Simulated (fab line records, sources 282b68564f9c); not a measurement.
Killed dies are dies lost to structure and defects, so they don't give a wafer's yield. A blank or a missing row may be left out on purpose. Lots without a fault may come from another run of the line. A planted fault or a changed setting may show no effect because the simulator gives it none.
A struck lot beside a sound one | flow rit_cmos | 17 steps out of a route of 202
Sound: wafers L492.1, L492.3, L492.5. Struck: wafers L500.4, L500.5, L500.6. The cause comes at the end.
At each step with rows: each side's tool, then ch and its chambers, then its first start. Under that, the readings that differ: sound wafers | struck wafers | difference of the means | sigmas: that difference in standard deviations of wafers without a fault.
alike: readings whose means differ by less than 2 such deviations, and words and numbers that are the same on both sides. not compared: withheld readings, readings that some wafer has no value for, bounds like >300 that may hide the same value, and numbers for which the record gives no deviation and whose values overlap.
The two part at a step that has a row with sigmas, a row that says differs or no value, or rows on one side only. Numbers that don't overlap but have no deviation are shown without sigmas and don't part them. A reading that every wafer of one side lacks parts them only if that side has two wafers or more.

first, 1 step without rows for these wafers: RIT_PSD_IMPLANT_08.
RIT_PSD_STRIP_09: strips in O2, time 180 s.
  sound on plasma_asher-04 ch 0,1, day 4 19:44; struck on plasma_asher-03 ch 0,1, day 6 17:23
  alike: drypump_motor_current_A, o2_flow_sccm
  not compared: rf_hours_counter_h
RIT_PSD_TW_MEAS_10:
  sound on film_metro-02, day 4 19:55; struck on film_metro-04, day 6 17:32
  alike: PSD_TW
then, 3 steps without rows for these wafers: RIT_SDANNEAL_CLEAN_00 (cleans in SC1, time 600 s); RIT_SDANNEAL_CLEAN_01 (cleans in dHF, time 30 s); RIT_SDANNEAL_CLEAN_02 (cleans in SC2, time 600 s).
RIT_SDANNEAL_RTA_03: time 5 s.
  sound on rtp_anneal-01 ch 0, day 4 20:20; struck on rtp_anneal-01 ch 0, day 6 17:58
  alike: anneal_temp_c_max, wafer_temp_C_max
RIT_SDANNEAL_RS_MEAS_04: measures by four-point-probe.
  sound on film_metro-04, day 4 20:24; struck on film_metro-04, day 6 18:04
  alike: PSD_RS
RIT_SDANNEAL_RS_MEAS_05: measures by four-point-probe.
  sound on film_metro-04, day 4 20:31; struck on film_metro-04, day 6 18:11
  alike: NSD_RS
RIT_SDANNEAL_RS_MEAS_06: measures by four-point-probe.
  sound on film_metro-04, day 4 20:38; struck on film_metro-04, day 6 18:18
  alike: PLDD_RS
RIT_SDANNEAL_RS_MEAS_07: measures by four-point-probe.
  sound on film_metro-04, day 4 20:46; struck on film_metro-04, day 6 18:25
  alike: NLDD_RS
then, 1 step without rows for these wafers: RIT_SILICIDE_WET_ETCH_00 (etches SiO2 in BOE, target depth 14 nm, time 15 s).
RIT_SILICIDE_SPUTTER_01: material Ti, target thk 30 nm, time 240 s.
  sound on pvd_sputter-02, day 4 20:53; struck on pvd_sputter-02, day 6 18:29
  reading                                     | sound             | struck            | difference | sigmas
  model.Ti_of_SILICIDE_SPUTTER_01.thk_nm (nm) | 29.77 29.77 29.95 | 25.62 25.68 25.69 | -4.17      |
  alike: throttle_valve_pct
RIT_SILICIDE_RS_MEAS_02: measures by four-point-probe.
  sound on film_metro-03, day 4 21:02; struck on film_metro-04, day 6 18:42
  reading                 | sound          | struck         | difference | sigmas
  SILICIDE_TI_RS (ohm/sq) | 48.6 48.5 48.1 | 58.4 58.3 58.2 | +9.9       | +18
RIT_SILICIDE_THK_MEAS_03: measures by xrf.
  sound on film_metro-03, day 4 21:10; struck on film_metro-04, day 6 18:47
  reading              | sound          | struck         | difference | sigmas
  SILICIDE_TI_THK (nm) | 29.1 29.2 29.2 | 25.3 25.3 25.2 | -3.9       | -12
RIT_SILICIDE_RTA_04: time 10 s, ramp up 5 s, ramp down 5 s.
  sound on rtp_anneal-02 ch 0, day 4 21:13; struck on rtp_anneal-02 ch 0, day 6 18:51
  alike: anneal_temp_c_max, wafer_temp_C_max
RIT_M1_PROBE_99:
  sound on prober-02, day 5 03:40; struck on prober-02, day 7 02:49
  reading                              | sound             | struck            | difference | sigmas
  model.etest.npoly_line.line_ohm_um   | 158.7 160.2 158.6 | 173.6 178.9 174.5 | +16.5      |
  model.etest.ppoly_line.line_ohm_um   | 150.7 156.8 155.6 | 165.2 170.9 166.6 | +13.2      |
  model.etest.contact_nplus.end_ohm_um | 39.89 39.42 40.61 | 36.38 36.7 36.39  | -3.48      |
  model.etest.contact_pplus.end_ohm_um | 44.02 42.24 41.95 | 40.98 39.01 40.05 | -2.72      |
  model.etest.npoly_line.rs_ohm_sq     | 16.82 17.09 17.07 | 19.15 19.12 19.2  | +2.16      |
  model.etest.ppoly_line.rs_ohm_sq     | 16.46 16.64 16.43 | 18.41 18.39 18.37 | +1.88      |
  model.etest.npoly_sal.rs_ohm_sq      | 4.39 4.395 4.383  | 4.973 4.968 4.97  | +0.581     |
  model.etest.ppoly_sal.rs_ohm_sq      | 4.392 4.353 4.362 | 4.919 4.943 4.947 | +0.567     |
  alike: killed_at_contacts, killed_at_front_end, killed_dies, killed_open, killed_short

WHERE THEY PART
First at RIT_SILICIDE_RS_MEAS_02; last, within this record, at RIT_SILICIDE_THK_MEAS_03. Later steps at which nothing parts them and some readings are alike: RIT_SILICIDE_RTA_04, RIT_M1_PROBE_99.

WHY: what the simulator had put in
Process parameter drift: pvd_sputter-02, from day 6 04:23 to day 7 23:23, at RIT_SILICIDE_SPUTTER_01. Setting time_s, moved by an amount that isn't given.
